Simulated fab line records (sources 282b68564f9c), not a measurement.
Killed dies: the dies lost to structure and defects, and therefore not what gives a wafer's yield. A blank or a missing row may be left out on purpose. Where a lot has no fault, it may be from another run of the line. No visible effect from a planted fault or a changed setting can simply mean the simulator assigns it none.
Which of the tools did it?	flow rit cmos	Sampling: 15 lots, 45 wafers, 2 of 202 route steps

WHAT EACH GAUGE READ, for each wafer
RIT_PRETRO_TW_MEAS_10. Usual: PRETRO_TW 471, standard deviation 5.8.
lot	measured	on	PRETRO_TW	flag
L735	day 2 10:05	film metro-04	476 474 473	
L736	day 2 15:04	film metro-01	479 478 477	
L737	day 2 22:43	film metro-01	476 479 475	
L739	day 3 05:03	film metro-04	478 473 478	
L740	day 3 11:25	film metro-01	476 474 477	
L742	day 3 19:16	film metro-04	474 475 475	
L743	day 4 02:22	film metro-01	472 475 473	
L745	day 4 16:14	film metro-03	459 461 462	
L748	day 5 05:24	film metro-03	463 465 464	
L749	day 5 10:02	film metro-03	461 462 463	
L750	day 5 11:46	film metro-03	463 463 462	
L752	day 5 22:51	film metro-04	473 475 476	
L754	day 6 08:09	film metro-04	432 430 429	OFF
L755	day 6 13:30	film metro-01	430 432 432	OFF
L756	day 6 18:22	film metro-03	423 425 422	OFF

TOOL THAT RAN EACH LOT (tool first, then ch and the chambers of the sampled wafers, then the start)
lot	RIT_PRETRO_IMPLANT_08
L735	implanter-01 ch 0, day 2 09:46
L736	implanter-01 ch 0, day 2 14:45
L737	implanter-02 ch 0, day 2 22:24
L739	implanter-02 ch 0, day 3 04:45
L740	implanter-01 ch 0, day 3 11:08
L742	implanter-02 ch 0, day 3 18:58
L743	implanter-02 ch 0, day 4 02:04
L745	implanter-03 ch 0, day 4 15:55
L748	implanter-01 ch 0, day 5 05:05
L749	implanter-01 ch 0, day 5 09:44
L750	implanter-02 ch 0, day 5 11:26
L752	implanter-02 ch 0, day 5 22:32
L754	implanter-02 ch 0, day 6 07:52
L755	implanter-02 ch 0, day 6 13:11
L756	implanter-02 ch 0, day 6 17:55
- RIT_PRETRO_IMPLANT_08

WHAT THE TOOLS THEMSELVES READ (means of the sampled wafers that have a number; where no wafer has one, the mark that the record gives instead)
RIT_PRETRO_IMPLANT_08. Usual: dose ions cm2 1.2e+13, standard deviation 1.2e+10; faraday current uA 38.0, standard deviation 0.74.
lot	tool	dose ions cm2	faraday current uA	flag
L735	implanter-01	1.2e+13	38.3	
L736	implanter-01	1.2e+13	38.2	
L737	implanter-02	1.2e+13	37.7	
L739	implanter-02	1.2e+13	37.9	
L740	implanter-01	1.2e+13	36.8	
L742	implanter-02	1.2e+13	37.9	
L743	implanter-02	1.2e+13	37.9	
L745	implanter-03	1.2e+13	37.7	
L748	implanter-01	1.2e+13	37.6	
L749	implanter-01	1.2e+13	37.4	
L750	implanter-02	1.2e+13	38.1	
L752	implanter-02	1.2e+13	38.2	
L754	implanter-02	8.7e+12	27.2	OFF
L755	implanter-02	8.7e+12	27.6	OFF
L756	implanter-02	8.7e+12	27.5	OFF

THE ANSWER, worked out from the rows above alone
Rule: lot off if the mean of its wafers having a number is beyond 3 standard deviations from the usual mean. Also off: a lot with no number at a reading for which 4 or more lots have one. Any other lot the step has rows for is counted as sound. First the gauges in route order, then the tools' own readings, where a lot's mean is used as printed above. At the first step where some lot is off, the reading lying furthest off is the one used; lots without a number count as furthest.
Off: L754, L755, L756, at RIT_PRETRO_TW_MEAS_10 (PRETRO_TW).
If a tool, at a process step before that reading, ran all the lots that are off and no sound lot after the first of them, it fits. The gauges at RIT_PRETRO_TW_MEAS_10 aren't tried: what is off there is off at RIT_PRETRO_IMPLANT_08 too, on other tools, and a gauge's error can't cause that. One fits: implanter-02 at RIT_PRETRO_IMPLANT_08. Its last sound lot is L752 (day 5 22:32), its first lot that is off L754 (day 6 07:52): a fault that began between those two fits.
The tool's own readings at RIT_PRETRO_IMPLANT_08 bear it out: on the lots that are off they differ by more than 5 times the standard deviation of the sound lots' means. dose ions cm2 reads 8.7e+12 there against 1.2e+13 on the sound lots; faraday current uA reads 27.4 there against 37.8 on the sound lots.

WHAT THE SIMULATOR PUT IN
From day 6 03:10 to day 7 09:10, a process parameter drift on implanter-02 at RIT_PRETRO_IMPLANT_08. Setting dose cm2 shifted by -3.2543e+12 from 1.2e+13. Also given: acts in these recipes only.
Struck lots among those shown: L754, L755, L756. The rule given above showed the same thing.
